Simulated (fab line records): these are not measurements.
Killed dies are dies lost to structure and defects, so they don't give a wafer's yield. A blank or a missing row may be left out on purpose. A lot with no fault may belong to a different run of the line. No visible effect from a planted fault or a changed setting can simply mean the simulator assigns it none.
Which tool was responsible? ; flow berkeley_cmos170 ; 7 lots with 21 wafers sampled at 2 steps, on a route of 331 steps

WHAT EACH GAUGE READ, for each wafer
UCB170_V2_CD_MEAS_12: the cd target is 700 nm.
lot;measured;on;cd_nm (nm)
L397;day 9 04:38;cd_sem-02;700.9 701.1 702.6
L399;day 9 08:05;cd_sem-01;698.6 700.2 699.8
L401;day 10 01:06;cd_sem-02;702.1 703.1 701.0
L403;day 10 01:22;cd_sem-01;698.6 698.6 699.1
L409;day 11 12:19;cd_sem-02;698.9 699.0 698.9
L414;day 12 02:37;cd_sem-02;699.9 700.8 700.5
L416;day 11 23:28;cd_sem-01;701.5 701.2 702.1

TOOL THAT RAN EACH LOT (tool first, then ch and the chambers of the sampled wafers, then the start)
lot;UCB170_SCREENOX_WET_ETCH_00
L397;wet_bench-02 ch 2, day 6 10:17
L399;wet_bench-01 ch 1, day 6 14:35
L401;wet_bench-01 ch 1, day 7 04:05
L403;wet_bench-01 ch 3, day 7 04:05
L409;wet_bench-02 ch 1, day 8 12:34
L414;wet_bench-02 ch 1, day 9 03:20
L416;wet_bench-02 ch 0, day 9 03:20
- UCB170_SCREENOX_WET_ETCH_00: etches SiO2 in dHF, time 200 s.

THE ANSWER, worked out from the rows above alone
Rule: usual is defined by the lots themselves. Put in order of their means at a reading, lots are off if they are a third of the lots or fewer, leave a main group of 4 or more, and stand apart from it by a gap of 3 or more times the standard deviation of the main group's means; of several such gaps the widest counts. A main group is skipped when, at the precision printed for the reading in the tables above, its means are all equal. A lot without any number at a reading at which 4 lots or more have one is off too. All remaining lots with rows at the step are treated as sound.
Across all readings shown, no lot is off: no conclusion can be drawn from this.

WHAT WAS PUT IN BY THE SIMULATOR
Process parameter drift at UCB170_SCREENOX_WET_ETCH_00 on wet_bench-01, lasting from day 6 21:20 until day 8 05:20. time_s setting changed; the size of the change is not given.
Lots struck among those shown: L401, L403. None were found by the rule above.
